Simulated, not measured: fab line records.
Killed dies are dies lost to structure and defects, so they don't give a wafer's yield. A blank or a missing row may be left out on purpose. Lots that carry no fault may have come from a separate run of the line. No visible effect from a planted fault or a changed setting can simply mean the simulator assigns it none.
fab line records | flow rit-cmos
[record] lots = 7 wafers = 21 last-day = 7
route steps=202 shown PWELL@44 WELLDRIVE@50 NWELL@51 NRETRO@53
lots that met no fault: from a run of the same line without faults
start-h: the number of hours between the record's first day and the start of the first shown wafer of the lot | wait-h: how many hours have passed since the lot's step before this one | " the same as in the row above | L1.1+2: a single row standing in for several wafers | - no value, or no start was given | * or withheld: withheld | < > ~ a bound
route shown NAME@n: a module of which the file shows steps, and the number in the route of the first | usual: mean/standard deviation of fault-free wafers | same: alike in all rows | chamber/n: place in a boat | sites: each site's reading | _std_site: the standard deviation of these | _edge_site: the outer-site mean with the inner-site mean subtracted | radius-mm: for every site, how far away it sits from the centre of the wafer | mask NAME#n: copy n | behind: the tool/chamber that last shaped the wafer | hold: reason for holding the lot/hours on hold/outcome of the hold | device: the n, p or np transistor that did not switch | end of line: the route-end tests of the same wafers | where a step has no rows: the recipe by itself | killed: not the wafer's yield, but the dies lost to structure and defects at the first sort | map: the dies of a wafer, with x for killed, . for not killed, _ for no die there
set.NAME: the setting that was run; set.NAME@STEP: the one run at that earlier step | model.NAME: the simulator's own value behind a step, which no gauge read
lots at some steps of the route; a table a step, a row a wafer
services: from which hour (start-h, from the record's first day; less than 0 if before it) a tool's chamber was out of use, for how many hours, and why
[[steps]]
[step RIT_PWELL_DEVELOP_05]
[recipe] resist = NOVOLAK develop-time-s = 68 dev-temp-c = 23
[step RIT_PWELL_OVL_MEAS_06]
[usual] PWELL_OVL = -1.3/1.2
// columns lot.wafer tool chamber start-h wait-h PWELL_OVL[nm]
L155.2 overlay-01 - 44.66 - -1.5
L155.3 " - " " -1.2
L155.6 " - " " -1.2
L165.2 overlay-01 - 95.01 - -1.0
L165.4 " - " " -0.4
L165.5 " - " " -1.3
L166.2 overlay-01 - 103.68 - 0.4
L166.3 " - " " 0.2
L166.4 " - " " -0.9
L167.2 overlay-02 - 109.52 - -3.3
L167.3 " - " " -0.7
L167.5 " - " " -3.5
L169.1 overlay-01 - 116.99 - 0.3
L169.4 " - " " -2.6
L169.5 " - " " -3.4
L170.1 overlay-01 - 121.22 - -1.8
L170.2 " - " " 0.0
L170.3 " - " " 0.1
L174.2 overlay-01 - 140.16 - -1.7
L174.3 " - " " 1.4
L174.4 " - " " 0.3
[step RIT_PWELL_HARDBAKE_07]
[recipe] resist = NOVOLAK temp-c = 140 time-s = 120
[step RIT_PWELL_IMPLANT_08]
[recipe] species = B energy-kev = 170 dose-cm2 = 7e+13 tilt-deg = 7
[step RIT_PWELL_STRIP_09]
[recipe] chemistry = O2 time-s = 180 resist = NOVOLAK platen-temp-c = withheld power-w = 500 pressure-mtorr = 4000 o2-flow-sccm = 4000
[usual] drypump-motor-current-A = 5.6/0.4
// columns lot.wafer tool chamber start-h wait-h drypump-motor-current-A rf-hours-counter-h
L155.2 plasma-asher-03 1 45.09 0.1 5.1 26
L155.3 " 0 " " 5.2 -
L155.6 " 1 " " 5.1 -
L165.2 plasma-asher-04 0 95.44 0.1 6.0 48
L165.4 " 0 " " 6.0 -
L165.5 " 0 " " 6.0 -
L166.2 plasma-asher-01 1 104.11 0.1 5.7 40
L166.3 " 1 " " 5.7 -
L166.4 " 0 " " 5.9 -
L167.2 plasma-asher-03 0 109.95 0.1 5.2 33
L167.3 " 0 " " 5.2 -
L167.5 " 1 " " 5.1 -
L169.1 plasma-asher-03 1 117.43 0.1 5.1 34
L169.4 " 0 " " 5.2 -
L169.5 " 0 " " 5.2 -
L170.1 plasma-asher-04 1 121.66 0.1 5.9 1
L170.2 " 0 " " 6.0 1
L170.3 " 1 " " 5.9 -
L174.2 plasma-asher-01 1 140.59 0.1 5.7 44
L174.3 " 1 " " 5.7 -
L174.4 " 0 " " 6.0 -
[step RIT_PWELL_TW_MEAS_10]
[usual] PWELL_TW = 951/6.8
// columns lot.wafer tool chamber start-h wait-h PWELL_TW
L155.2 film-metro-01 - 45.27 0.1 956
L155.3 " - " " 958
L155.6 " - " " 956
L165.2 film-metro-01 - 95.62 0.1 961
L165.4 " - " " 959
L165.5 " - " " 956
L166.2 film-metro-04 - 104.30 0.1 945
L166.3 " - " " 947
L166.4 " - " " 952
L167.2 film-metro-04 - 110.13 0.1 938
L167.3 " - " " 936
L167.5 " - " " 940
L169.1 film-metro-01 - 117.60 0.1 953
L169.4 " - " " 954
L169.5 " - " " 952
L170.1 film-metro-02 - 121.83 0.1 947
L170.2 " - " " 953
L170.3 " - " " 947
L174.2 film-metro-04 - 140.77 0.1 940
L174.3 " - " " 942
L174.4 " - " " 942
[step RIT_WELLDRIVE_ANNEAL_00]
[recipe] temp-c = 1100 time-s = 14700 ambient = N2
[step RIT_WELLDRIVE_RS_MEAS_01]
[recipe] thk-meas-gauge = four-point-probe
[usual] NWELL_RS = 275.6/0.78
// columns lot.wafer tool chamber start-h wait-h NWELL_RS[ohm/sq]
L155.2 film-metro-01 - 52.92 0.0 276.4
L155.3 " - " " 276.1
L155.6 " - " " 276.4
L165.2 film-metro-02 - 103.12 0.0 275.1
L165.4 " - " " 275.4
L165.5 " - " " 275.1
L166.2 film-metro-02 - 110.48 0.0 275.3
L166.3 " - " " 275.8
L166.4 " - " " 274.6
L167.2 film-metro-04 - 115.56 0.0 276.3
L167.3 " - " " 275.3
L167.5 " - " " 275.2
L169.1 film-metro-04 - 123.17 0.0 275.8
L169.4 " - " " 274.9
L169.5 " - " " 275.5
L170.1 film-metro-01 - 128.26 0.0 276.4
L170.2 " - " " 276.7
L170.3 " - " " 276.5
L174.2 film-metro-04 - 147.95 0.0 276.6
L174.3 " - " " 276.8
L174.4 " - " " 277.1
[step RIT_WELLDRIVE_RS_MEAS_02]
[recipe] thk-meas-gauge = four-point-probe
[usual] PWELL_RS = 429.1/1.2
// columns lot.wafer tool chamber start-h wait-h PWELL_RS[ohm/sq]
L155.2 film-metro-01 - 53.04 0.1 427.6
L155.3 " - " " 428.0
L155.6 " - " " 427.8
L165.2 film-metro-02 - 103.24 0.1 430.3
L165.4 " - " " 428.9
L165.5 " - " " 429.8
L166.2 film-metro-02 - 110.60 0.1 428.7
L166.3 " - " " 427.0
L166.4 " - " " 426.2
L167.2 film-metro-04 - 115.68 0.1 430.0
L167.3 " - " " 430.6
L167.5 " - " " 428.6
L169.1 film-metro-04 - 123.29 0.1 429.1
L169.4 " - " " 430.2
L169.5 " - " " 429.9
L170.1 film-metro-01 - 128.38 0.1 428.8
L170.2 " - " " 430.1
L170.3 " - " " 430.4
L174.2 film-metro-04 - 148.07 0.1 427.9
L174.3 " - " " 428.6
L174.4 " - " " 428.2
[step RIT_NRETRO_HMDS_00]
[recipe] prime-time-s = 60 prime-temp-c = 140
[step RIT_NRETRO_COAT_01]
[recipe] resist = NOVOLAK spin-rpm = 2048 resist-thk-nm = 1300
[step RIT_NRETRO_SOFTBAKE_02]
[recipe] resist = NOVOLAK temp-c = 90 time-s = 60
[step RIT_NRETRO_EXPOSE_03]
[recipe] mask-id = M4 na = 0.57 target-cd-nm = 43900 dose-mj = 250
[usual] exposure-dose-mJ-cm2 = 249.96/0.27 focus-offset-nm = 0.1/0.47
// columns lot.wafer tool chamber start-h wait-h mask exposure-dose-mJ-cm2 focus-offset-nm
L155.2 iline-stepper-01 0 53.73 0.2 M4#0 249.99 -0.7
L155.3 " 0 " " M4#0 250.21 -0.4
L155.6 " 0 " " M4#0 249.82 -0.2
L165.2 iline-stepper-02 - 103.93 0.2 M4#0 - -
L165.4 " - " " M4#0 - -
L165.5 " - " " M4#0 - -
L166.2 iline-stepper-02 - 111.17 0.1 M4#0 - -
L166.3 " - " " M4#0 - -
L166.4 " - " " M4#0 - -
L167.2 iline-stepper-01 - 116.46 0.3 M4#0 - -
L167.3 " - " " M4#0 - -
L167.5 " - " " M4#0 - -
L169.1 iline-stepper-01 0 123.99 0.2 M4#0 250.03 -0.1
L169.4 " 0 " " M4#0 250.04 -0.3
L169.5 " 0 " " M4#0 249.95 -1.1
L170.1 iline-stepper-02 0 129.07 0.2 M4#0 249.95 0.4
L170.2 " 0 " " M4#0 249.87 0.0
L170.3 " 0 " " M4#0 249.92 0.4
L174.2 iline-stepper-01 0 148.64 0.1 M4#0 249.42 0.2
L174.3 " 0 " " M4#0 249.94 0.4
L174.4 " 0 " " M4#0 249.68 0.1
[step RIT_NRETRO_PEB_04]
[recipe] resist = NOVOLAK temp-c = withheld time-s = withheld
[[services]]
// columns tool chamber start-h hours kind
iline-stepper-01 - 47.78 4.4 pm
plasma-asher-03 - 52.89 14.6 pm
iline-stepper-02 0 60.51 - calibration
iline-stepper-01 0 70.12 - calibration
iline-stepper-02 - 71.35 1.7 pm
iline-stepper-01 - 96.26 3.8 repair
plasma-asher-04 - 108.75 9.0 pm
plasma-asher-04 0 108.75 9.0 vent-cycle
plasma-asher-04 1 108.75 9.0 vent-cycle
iline-stepper-02 - 112.83 4.4 pm
plasma-asher-04 0 117.75 - clean
plasma-asher-04 1 117.75 - clean
plasma-asher-01 - 134.42 1.8 repair
[[key]]
[first-sign] step = RIT_NRETRO_EXPOSE_03 reading = tool-record direction = missing
effect none on later readings
met-at RIT_NRETRO_EXPOSE_03
struck-wafers L165.2,L165.4,L165.5,L166.2,L166.3,L166.4,L167.2,L167.3,L167.5
sort-left-out L165.2,L165.4,L165.5,L166.2,L166.3,L166.4,L167.2,L167.3,L167.5
tester-left-out L165,L166,L167
onset-between 53.73 103.93
[fault] kind = skipped-step-whole tool = iline-stepper-01,iline-stepper-02 chamber = - onset-h = 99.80 steps = RIT_NRETRO_EXPOSE_03 scope = struck-lots-only
// tester-left-out: of these lots the tester's yield and bins aren't shown, on N5 and GAA mostly nor the transistor test; their killed dies are dies lost to structure and defects alone, not to doping, threshold or leakage, so they don't give the yield
// sort-left-out: the simulated sort isn't trusted on such a fault, so these wafers' sort isn't shown, and their yield isn't known
